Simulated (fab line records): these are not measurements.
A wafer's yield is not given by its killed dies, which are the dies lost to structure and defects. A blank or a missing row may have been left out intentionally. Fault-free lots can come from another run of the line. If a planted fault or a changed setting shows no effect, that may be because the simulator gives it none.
One fault seen from 2 desks + flow berkeley_cmos170 + each desk holds nothing but its own numbers, with what lay behind them at the end

== THE TOOL OWNER'S DESK: rie_metal-03 ==
The tool's own readings at UCB170_M3_METAL_ETCH_18 (etches Al in Cl2/BCl3, stops on SiO2, target depth 1170 nm, time 195 s): means of the sampled wafers that have a number, for each lot that ran on this tool. If a lot's mean is further than 4 standard deviations from the usual mean, the lot is out of limits and carries the mark OUT (the distance appears in the brackets).
Columns: A = drypump_motor_current_A at UCB170_M3_METAL_ETCH_18, usual 5.7 A; B = oes_product_au at UCB170_M3_METAL_ETCH_18, usual 0.852 a.u.; C = throttle_valve_pct at UCB170_M3_METAL_ETCH_18, usual 24.47 %
| lot  | first seen here | A   | B     | C     |
|------|-----------------|-----|-------|-------|
| L650 | day 10 03:02    | 5.9 | 0.848 | 24.25 |
| L655 | day 10 21:14    | 5.7 | 0.851 | 24.30 |
| L665 | day 12 17:40    | 5.7 | 0.849 | 24.30 |
This desk's verdict: no lot among the 3 shows anything out of limits.

== FROM THE METROLOGY DESK ==
Lot by lot, what the gauges showed, no matter which tool ran the lot: averages of those sampled wafers that carry a number. If a lot's mean is further than 4 standard deviations from the usual mean, the lot is out of limits and carries the mark OUT (the distance appears in the brackets).
Columns: A = cd_nm at UCB170_M3_CD_MEAS_15, usual 699.9 nm; B = M3_OVL at UCB170_M3_OVL_MEAS_16, usual -3 nm; C = cd_nm at UCB170_M3_CD_MEAS_90, usual 699.4 nm; D = M3_BOW at UCB170_M3_BOW_MEAS_20, usual 36 um
| lot  | first seen here | A     | B   | C     | D  |
|------|-----------------|-------|-----|-------|----|
| L650 | day 10 02:50    | 702.3 | -12 | 701.1 | 23 |
| L655 | day 10 21:02    | 698.7 | -9  | 699.5 | 35 |
| L657 | day 11 07:04    | 703.6 | -3  | 705.1 | 44 |
| L661 | day 12 11:58    | 700.7 | -7  | 698.3 | 34 |
| L665 | day 12 17:28    | 701.2 | -6  | 701.5 | 33 |
This desk's verdict: no lot among the 5 shows anything out of limits.

== BROUGHT TOGETHER ==
Nothing out of limits was seen by the tool owner's desk.
The metrology desk saw nothing out of limits.

== WHAT HAD BEEN PUT IN BY THE SIMULATOR ==
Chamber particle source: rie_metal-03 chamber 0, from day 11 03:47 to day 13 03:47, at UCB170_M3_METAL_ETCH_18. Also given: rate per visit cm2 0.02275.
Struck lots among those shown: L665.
